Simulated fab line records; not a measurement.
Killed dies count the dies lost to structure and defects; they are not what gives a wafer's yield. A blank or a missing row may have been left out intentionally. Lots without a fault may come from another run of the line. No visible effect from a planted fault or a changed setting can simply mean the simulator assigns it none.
fab line records | flow rit_cmos
record lots=13 | wafers=39 | last_day=7
route steps=202 shown PLDD@117 M1@202
lots that met no fault: from a run of the same line without faults
start_h: the number of hours between the record's first day and the start of the first shown wafer of the lot | wait_h: hours elapsed since this lot's preceding step | " as in the row above | L1.1+2: several wafers, shown together as one row | - no value, or no start was given | * or withheld: withheld | < > ~ a bound
route shown NAME@n: a module of which the file shows steps, and the number in the route of the first | usual: the fault-free wafers' mean and standard deviation | same: alike in all rows | chamber/n: place in a boat | sites: per-site readings | _std_site: the values' standard deviation | _edge_site: the outer-site mean with the inner-site mean subtracted | radius_mm: how far each site lies from the wafer's centre | mask NAME#n: copy n | behind: the tool/chamber that last shaped the wafer | hold: why the lot went on hold/how many hours it stayed there/how the hold came to an end | device: the transistor (n, p or np) that didn't switch | end of line: tests run on the same wafers once the route is complete | a step given without rows: its recipe and nothing more | killed: at the first sort, the dies lost to defects and structure; wafer yield is something else | map: a wafer's dies, x killed, . not, _ none there
set.NAME: setting as actually run; set.NAME@STEP: the setting as run at that earlier step | model.NAME: the simulator's own value behind a step, which no gauge read
a sample of lots followed through the steps of the route, with each step as a table and each wafer as a row
services: when a tool's chamber went out of use (start_h, in hours from the record's first day, below 0 if earlier), for how many hours, and the reason
## steps
# step RIT_PLDD_EXPOSE_03
# recipe mask_id=M8 | na=0.57 | target_cd_nm=40900 | dose_mj=250
lot.wafer  | tool             | chamber | start_h | wait_h | mask
L754.1+2+5 | iline_stepper-02 | 0       | 42.69   | 0.1    | M8#0
L755.3+5+6 | iline_stepper-01 | 0       | 47.56   | 0.2    | M8#0
L756.1+4+6 | iline_stepper-01 | 0       | 52.74   | 0.1    | M8#0
L757.1+4+5 | iline_stepper-02 | 0       | 58.07   | 0.2    | M8#0
L758.1+2+6 | iline_stepper-01 | 0       | 64.05   | 0.2    | M8#0
L761.1+2+6 | iline_stepper-02 | 0       | 77.97   | 0.2    | M8#0
L763.2+4+5 | iline_stepper-02 | 0       | 88.90   | 0.2    | M8#0
L765.2+4+6 | iline_stepper-02 | 0       | 98.57   | 0.2    | M8#0
L766.1+4+5 | iline_stepper-01 | 0       | 102.45  | 0.2    | M8#0
L769.3+4+6 | iline_stepper-01 | 0       | 116.82  | 0.2    | M8#0
L771.2+4+6 | iline_stepper-01 | 0       | 130.13  | 0.2    | M8#0
L774.3+4+5 | iline_stepper-01 | 0       | 143.30  | 0.2    | M8#0
L777.3+4+5 | iline_stepper-01 | 0       | 158.82  | 0.2    | M8#0
# step RIT_PLDD_OVL_MEAS_06
# usual PLDD_OVL=-0.7/1.2
lot.wafer | tool       | chamber | start_h | wait_h | PLDD_OVL[nm]
L754.1    | overlay-01 | -       | 43.09   | -      | -0.9
L754.2    | "          | -       | "       | "      | -1.7
L754.5    | "          | -       | "       | "      | 1.0
L755.3    | overlay-02 | -       | 47.94   | -      | -2.7
L755.5    | "          | -       | "       | "      | -1.2
L755.6    | "          | -       | "       | "      | -1.3
L756.1    | overlay-01 | -       | 53.14   | -      | -2.8
L756.4    | "          | -       | "       | "      | -0.1
L756.6    | "          | -       | "       | "      | -4.5
L757.1    | overlay-01 | -       | 58.47   | -      | -1.5
L757.4    | "          | -       | "       | "      | -1.7
L757.5    | "          | -       | "       | "      | -1.0
L758.1    | overlay-01 | -       | 64.45   | -      | -2.3
L758.2    | "          | -       | "       | "      | -2.4
L758.6    | "          | -       | "       | "      | 0.7
L761.1    | overlay-01 | -       | 78.37   | -      | 130.3
L761.2    | "          | -       | "       | "      | 130.0
L761.6    | "          | -       | "       | "      | 129.2
L763.2    | overlay-02 | -       | 89.29   | -      | 130.5
L763.4    | "          | -       | "       | "      | 128.5
L763.5    | "          | -       | "       | "      | 129.2
L765.2    | overlay-01 | -       | 98.96   | -      | 129.6
L765.4    | "          | -       | "       | "      | 131.1
L765.6    | "          | -       | "       | "      | 131.4
L766.1    | overlay-02 | -       | 102.85  | -      | -1.9
L766.4    | "          | -       | "       | "      | 0.2
L766.5    | "          | -       | "       | "      | -1.0
L769.3    | overlay-01 | -       | 117.20  | -      | -2.1
L769.4    | "          | -       | "       | "      | -2.4
L769.6    | "          | -       | "       | "      | -1.4
L771.2    | overlay-02 | -       | 130.52  | -      | -1.7
L771.4    | "          | -       | "       | "      | -0.7
L771.6    | "          | -       | "       | "      | -0.6
L774.3    | overlay-01 | -       | 143.68  | -      | 0.4
L774.4    | "          | -       | "       | "      | -0.6
L774.5    | "          | -       | "       | "      | -1.2
L777.3    | overlay-02 | -       | 159.19  | -      | -1.1
L777.4    | "          | -       | "       | "      | -1.2
L777.5    | "          | -       | "       | "      | 0.3
# step RIT_M1_PROBE_99
# usual killed_at_M0_to_M3=0.0/0.12 | killed_at_contacts=0.1/0.27 | killed_at_front_end=7/3.1 | killed_dies=7/3.1 | killed_open=3.6/2.3 | killed_short=3.2/2
# same gross_dies=264 | killed_at_M4_up=0 | killed_at_back_side=0 | killed_at_other=0
lot.wafer | tool      | chamber | start_h | wait_h | killed_at_M0_to_M3 | killed_at_contacts | killed_at_front_end | killed_dies | killed_open | killed_short
L763.2    | prober-02 | -       | 104.73  | 0.1    | 0                  | 0                  | 6                   | 6           | 5           | 1
L763.4    | prober-02 | -       | 104.83  | 0.2    | 0                  | 0                  | 10                  | 10          | 6           | 4
L763.5    | prober-02 | -       | 104.88  | 0.2    | 0                  | 0                  | 8                   | 8           | 4           | 4
L765.2    | prober-02 | -       | 113.46  | 0.1    | 0                  | 0                  | 6                   | 6           | 4           | 2
L765.4    | prober-02 | -       | 113.56  | 0.2    | 0                  | 0                  | 5                   | 5           | 1           | 3
L765.6    | prober-02 | -       | 113.66  | 0.2    | 0                  | 0                  | 7                   | 7           | 6           | 1
L766.1    | prober-01 | -       | 117.00  | 0.1    | 0                  | 0                  | 7                   | 7           | 3           | 4
L766.4    | prober-01 | -       | 117.15  | 0.2    | 0                  | 0                  | 9                   | 9           | 5           | 4
L766.5    | prober-01 | -       | 117.20  | 0.2    | 0                  | 0                  | 5                   | 5           | 3           | 2
L769.3    | prober-02 | -       | 131.45  | 0.2    | 0                  | 0                  | 3                   | 3           | 2           | 1
L769.4    | prober-02 | -       | 131.50  | 0.2    | 0                  | 0                  | 7                   | 7           | 4           | 3
L769.6    | prober-02 | -       | 131.60  | 0.2    | 0                  | 0                  | 6                   | 6           | 1           | 5
L774.3    | prober-01 | -       | 158.02  | 0.2    | 0                  | 1                  | 6                   | 7           | 2           | 4
L774.4    | prober-01 | -       | 158.07  | 0.2    | 0                  | 0                  | 5                   | 5           | 1           | 4
L774.5    | prober-01 | -       | 158.12  | 0.2    | 0                  | 0                  | 7                   | 7           | 4           | 3
# killed by level:class
L763.2 GATE:geometric_particle:open=2 FOX1:geometric_particle:open=1 FOX2:geometric_particle:short=1 REOX:geometric_particle:open=1 SILICIDE:geometric_particle:open=1
L763.4 FOX1:geometric_particle:short=2 FOX1:geometric_particle:open=2 GATE:geometric_particle:open=2 FOX2:geometric_particle:open=1 FOX2:geometric_particle:short=1 GATE:geometric_particle:short=1 SILICIDE:geometric_particle:open=1
L763.5 GATE:geometric_particle:short=4 GATE:geometric_particle:open=2 REOX:geometric_particle:open=1 SPACER:geometric_particle:open=1
L765.2 FOX1:geometric_particle:short=2 GATE:geometric_particle:open=2 SPACER:geometric_particle:open=1 SILICIDE:geometric_particle:open=1
L765.4 GATE:geometric_particle:short=2 FOX2:geometric_particle:open=1 REOX:geometric_particle:short=1 PLDD:coat_microbubble_printed=1
L765.6 GATE:geometric_particle:open=2 SPACER:geometric_particle:open=2 FOX2:geometric_particle:open=1 GATE:geometric_particle:short=1 SILICIDE:geometric_particle:open=1
L766.1 GATE:geometric_particle:short=3 GATE:geometric_particle:open=2 FOX1:geometric_particle:open=1 REOX:geometric_particle:short=1
L766.4 GATE:geometric_particle:open=2 REOX:geometric_particle:open=2 REOX:geometric_particle:short=2 FOX1:geometric_particle:short=1 GATE:geometric_particle:short=1 SPACER:geometric_particle:open=1
L766.5 GATE:geometric_particle:open=2 GATE:geometric_particle:short=2 REOX:geometric_particle:open=1
L769.3 GATE:geometric_particle:open=1 SPACER:geometric_particle:short=1 SILICIDE:geometric_particle:open=1
L769.4 GATE:geometric_particle:open=2 FOX1:geometric_particle:short=1 GATE:geometric_particle:short=1 REOX:geometric_particle:open=1 SILICIDE:geometric_particle:short=1 SILICIDE:geometric_particle:open=1
L769.6 SILICIDE:geometric_particle:short=3 GATE:geometric_particle:short=1 SPACER:geometric_particle:short=1 SILICIDE:geometric_particle:open=1
L774.3 REOX:geometric_particle:short=2 FOX1:geometric_particle:short=1 GATE:geometric_particle:open=1 SPACER:geometric_particle:short=1 SILICIDE:geometric_particle:open=1 CONTACT:coat_microbubble_printed=1
L774.4 FOX2:geometric_particle:short=1 GATE:geometric_particle:short=1 GATE:geometric_particle:open=1 REOX:geometric_particle:short=1 SILICIDE:geometric_particle:short=1
L774.5 GATE:geometric_particle:open=3 GATE:geometric_particle:short=2 FOX1:geometric_particle:short=1 SILICIDE:geometric_particle:open=1
## services
tool             | chamber | start_h | hours | kind
iline_stepper-02 | 0       | 31.23   | -     | calibration
iline_stepper-01 | 0       | 104.23  | -     | calibration
iline_stepper-02 | -       | 120.58  | 1.7   | pm
iline_stepper-01 | -       | 127.32  | 1.7   | pm
## key
first_sign step=RIT_PLDD_OVL_MEAS_06 | reading=PLDD_OVL | direction=up | sigmas=99+ | usual=-0.7 | struck=130.0
effect none on later readings
met_at RIT_PLDD_EXPOSE_03
struck_lots L761,L763,L765
tester_left_out L761,L763,L765
onset_between 58.07 77.97
fault kind=scanner_matching_overlay | tool=iline_stepper-02 | chamber=- | onset_h=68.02 | steps=RIT_PLDD_EXPOSE_03 | offset=130
# tester_left_out: of these lots the tester's yield and bins aren't shown, on N5 and GAA mostly nor the transistor test; their killed dies are dies lost to structure and defects alone, not to doping, threshold or leakage, so they don't give the yield
